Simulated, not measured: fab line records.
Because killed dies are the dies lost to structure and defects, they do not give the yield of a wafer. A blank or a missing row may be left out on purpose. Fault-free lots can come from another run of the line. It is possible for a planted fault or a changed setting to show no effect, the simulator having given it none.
Split-lot experiment :: flow ritCmos :: route with 202 steps; 5 lots, 23 wafers read

## THE SPLIT
At RIT_NWELL_IMPLANT_08, the setting doseCm2 was moved away from the recipe's 5e+13 on 5 of the 23 wafers read, by -4.4% to -4.3%. The other wafers ran this setting at the recipe's value.

## FROM THE SPLIT TO THE READING: what the file shows between them, 3 steps
- RIT_PWELL_IMPLANT_08 (also split here: doseCm2)
- RIT_PWELL_STRIP_09: strips in O2, time 180 s
- RIT_WELLDRIVE_ANNEAL_00: time 14700 s

## THE READING
Measured at RIT_WELLDRIVE_RS_MEAS_01 by four-point probe: NWELL_RS, in ohm/sq. On this fab line, fault-free wafers typically give 275.4 ohm/sq with a standard deviation of 0.81 ohm/sq.

wafer: L074.1
tool, chamber at the split: implanter-03, 0
doseCm2 as run: 4.783e+13
against the recipe: -4.3%
NWELL_RS, ohm/sq: 281.6
against lot-mates on the recipe: +7.1

wafer: L074.2
tool, chamber at the split: implanter-03, 0
doseCm2 as run: 4.783e+13
against the recipe: -4.3%
NWELL_RS, ohm/sq: 282.7
against lot-mates on the recipe: +8.2

wafer: L074.3
tool, chamber at the split: implanter-03, 0
doseCm2 as run: 5e+13
against the recipe: recipe
NWELL_RS, ohm/sq: 274.6
against lot-mates on the recipe: -

wafer: L074.5
tool, chamber at the split: implanter-03, 0
doseCm2 as run: 5e+13
against the recipe: recipe
NWELL_RS, ohm/sq: 274.3
against lot-mates on the recipe: -

wafer: L074.6
tool, chamber at the split: implanter-03, 0
doseCm2 as run: 5e+13
against the recipe: recipe
NWELL_RS, ohm/sq: 274.5
against lot-mates on the recipe: -

wafer: L080.2
tool, chamber at the split: implanter-03, 0
doseCm2 as run: 5e+13
against the recipe: recipe
NWELL_RS, ohm/sq: 275.8
against lot-mates on the recipe: -

wafer: L080.3
tool, chamber at the split: implanter-03, 0
doseCm2 as run: 5e+13
against the recipe: recipe
NWELL_RS, ohm/sq: 276.1
against lot-mates on the recipe: -

wafer: L080.4
tool, chamber at the split: implanter-03, 0
doseCm2 as run: 5e+13
against the recipe: recipe
NWELL_RS, ohm/sq: 274.3
against lot-mates on the recipe: -

wafer: L080.5
tool, chamber at the split: implanter-03, 0
doseCm2 as run: 5e+13
against the recipe: recipe
NWELL_RS, ohm/sq: 275.9
against lot-mates on the recipe: -

wafer: L080.6
tool, chamber at the split: implanter-03, 0
doseCm2 as run: 5e+13
against the recipe: recipe
NWELL_RS, ohm/sq: 275.9
against lot-mates on the recipe: -

wafer: L083.1
tool, chamber at the split: implanter-01, 0
doseCm2 as run: 4.778e+13
against the recipe: -4.4%
NWELL_RS, ohm/sq: 283.8
against lot-mates on the recipe: +7.9

wafer: L083.2
tool, chamber at the split: implanter-01, 0
doseCm2 as run: 4.778e+13
against the recipe: -4.4%
NWELL_RS, ohm/sq: 283.2
against lot-mates on the recipe: +7.2

wafer: L083.3
tool, chamber at the split: implanter-01, 0
doseCm2 as run: 5e+13
against the recipe: recipe
NWELL_RS, ohm/sq: 275.9
against lot-mates on the recipe: -

wafer: L083.4
tool, chamber at the split: implanter-01, 0
doseCm2 as run: 5e+13
against the recipe: recipe
NWELL_RS, ohm/sq: 276.0
against lot-mates on the recipe: -

wafer: L083.6
tool, chamber at the split: implanter-01, 0
doseCm2 as run: 4.778e+13
against the recipe: -4.4%
NWELL_RS, ohm/sq: 283.7
against lot-mates on the recipe: +7.8

wafer: L084.2
tool, chamber at the split: implanter-01, 0
doseCm2 as run: 5e+13
against the recipe: recipe
NWELL_RS, ohm/sq: 274.3
against lot-mates on the recipe: -

wafer: L084.4
tool, chamber at the split: implanter-01, 0
doseCm2 as run: 5e+13
against the recipe: recipe
NWELL_RS, ohm/sq: 275.3
against lot-mates on the recipe: -

wafer: L084.5
tool, chamber at the split: implanter-01, 0
doseCm2 as run: 5e+13
against the recipe: recipe
NWELL_RS, ohm/sq: 275.1
against lot-mates on the recipe: -

wafer: L085.1
tool, chamber at the split: implanter-01, 0
doseCm2 as run: 5e+13
against the recipe: recipe
NWELL_RS, ohm/sq: 277.0
against lot-mates on the recipe: -

wafer: L085.2
tool, chamber at the split: implanter-01, 0
doseCm2 as run: 5e+13
against the recipe: recipe
NWELL_RS, ohm/sq: 276.2
against lot-mates on the recipe: -

wafer: L085.4
tool, chamber at the split: implanter-01, 0
doseCm2 as run: 5e+13
against the recipe: recipe
NWELL_RS, ohm/sq: 275.8
against lot-mates on the recipe: -

wafer: L085.5
tool, chamber at the split: implanter-01, 0
doseCm2 as run: 5e+13
against the recipe: recipe
NWELL_RS, ohm/sq: 276.0
against lot-mates on the recipe: -

wafer: L085.6
tool, chamber at the split: implanter-01, 0
doseCm2 as run: 5e+13
against the recipe: recipe
NWELL_RS, ohm/sq: 276.8
against lot-mates on the recipe: -

THE FIT
A straight line over all 23 wafers: NWELL_RS changes by -1.7 ohm/sq for each +1% of doseCm2; r = -0.97; the points scatter about the line by 0.84 ohm/sq.
The same after taking each lot's own level away (the mean of its wafers on the recipe; 23 wafers): -1.74 ohm/sq for each +1%; r = -0.99; scatter 0.47 ohm/sq.
Per that fit: largest doseCm2 move, reading shift of 7.7 ohm/sq.
The lots' own levels span 274.47 to 276.36 ohm/sq, that is 2.3 times the standard deviation above.
The two slopes agree, so the slope changes little with the lot-to-lot level.
Check: with one of the wafers moved furthest among these (-4.4%) left out of the fit, the line predicts +7.68 ohm/sq for it against its lot-mates. Against them it came out at +7.85 ohm/sq.

## OTHER SPLITS ON THESE WAFERS
Other splits were also applied to these wafers ahead of the reading. Each is held against what the fit with the lots' levels taken away leaves over:
other split on the same wafers: RIT_ACTIVE_CVD_03 tempC
wafers away from the commonest value: 15
r with NWELL_RS (lot level and that fit taken away): -0.04

other split on the same wafers: RIT_ACTIVE_ETCH_13 rfW
wafers away from the commonest value: 8
r with NWELL_RS (lot level and that fit taken away): +0.20

other split on the same wafers: RIT_PWELL_IMPLANT_08 doseCm2
wafers away from the commonest value: 8
r with NWELL_RS (lot level and that fit taken away): -0.04

## FILE'S OWN FIT
NWELL_RS changes by -1.75 ohm/sq for each +1% of doseCm2, r = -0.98.
